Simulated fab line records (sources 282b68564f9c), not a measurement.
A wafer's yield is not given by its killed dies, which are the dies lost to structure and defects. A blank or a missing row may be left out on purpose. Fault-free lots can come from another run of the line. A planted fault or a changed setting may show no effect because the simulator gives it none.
Split-lot experiment	flow rit_cmos	on a route of 202 steps: 5 lots, 23 wafers read

== THE SPLIT ==
At RIT_NSD_IMPLANT_08, the setting energy_kev was moved away from the recipe's 25 on 10 of the 23 wafers read, by -4.0% to +4.9%. For the rest of the wafers, this setting stayed at what the recipe calls for.

== FROM THE SPLIT TO THE READING: what the file shows between them, 1 step ==
- RIT_NSD_STRIP_09: strips in O2, time 180 s

== THE READING ==
NSD_TW, at RIT_NSD_TW_MEAS_10. Typical for fault-free wafers on this fab line: 3124, with standard deviation 17.

wafer	tool, chamber at the split	energy_kev as run	against the recipe	NSD_TW	against lot-mates on the recipe
L078.1	implanter-03, 0	26.22	+4.9%	3180	+34
L078.2	implanter-03, 0	25	recipe	3145	-
L078.3	implanter-03, 0	25	recipe	3161	-
L078.4	implanter-03, 0	25	recipe	3131	-
L078.6	implanter-03, 0	26.22	+4.9%	3185	+39
L080.1	implanter-02, 0	25	recipe	3119	-
L080.2	implanter-02, 0	25.89	+3.6%	3151	+28
L080.3	implanter-02, 0	25	recipe	3128	-
L080.4	implanter-02, 0	25.89	+3.6%	3155	+32
L080.5	implanter-02, 0	25.89	+3.6%	3150	+26
L081.1	implanter-01, 0	25	recipe	3117	-
L081.2	implanter-01, 0	25.8	+3.2%	3134	+14
L081.4	implanter-01, 0	25.8	+3.2%	3150	+30
L081.5	implanter-01, 0	25	recipe	3123	-
L081.6	implanter-01, 0	25	recipe	3121	-
L082.1	implanter-03, 0	25	recipe	3130	-
L082.2	implanter-03, 0	23.99	-4.0%	3090	-30
L082.3	implanter-03, 0	25	recipe	3109	-
L082.4	implanter-03, 0	23.99	-4.0%	3083	-36
L082.5	implanter-03, 0	23.99	-4.0%	3100	-20
L085.3	implanter-02, 0	25	recipe	3147	-
L085.5	implanter-02, 0	25	recipe	3126	-
L085.6	implanter-02, 0	25	recipe	3153	-

FIT RESULTS
A straight line over all 23 wafers: NSD_TW changes by +8.47 for each +1% of energy_kev; r = +0.85; the points scatter about the line by 14.
The same after taking each lot's own level away (the mean of its wafers on the recipe; 23 wafers): +7.37 for each +1%; r = +0.92; scatter 8.3.
The reading moves by 36 for the largest change in energy_kev, on that fit.
Measured against the standard deviation above, the lots' own levels, which go from 3119.5 to 3145.7, span 1.5 times it.
Hence the slope depends on the lot-to-lot level, as the two fits are not the same.
Check: with one of the wafers moved furthest among these (+4.9%) left out of the fit, the line predicts +36.7 for it against its lot-mates. Against them it came out at +34.3.

== OTHER SPLITS APPLIED TO THESE WAFERS ==
Note: prior to the reading, these wafers also went through further splits. Each is held against what the fit with the lots' levels taken away leaves over:
other split on the same wafers	wafers away from the commonest value	r with NSD_TW (lot level and that fit taken away)
RIT_GATE_CVD_08 pressure_mtorr	18	+0.07
RIT_GATE_EXPOSE_13 dose_mj	10	+0.11
RIT_REOX_CLEAN_00 time_s	15	+0.03
RIT_NLDD_COAT_01 resist_thk_nm	6	-0.03
RIT_SPACER_CVD_03 sih2cl2_flow_sccm	18	+0.07

== FILE'S OWN FIT ==
NSD_TW changes by +7.35 for each +1% of energy_kev, r = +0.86.
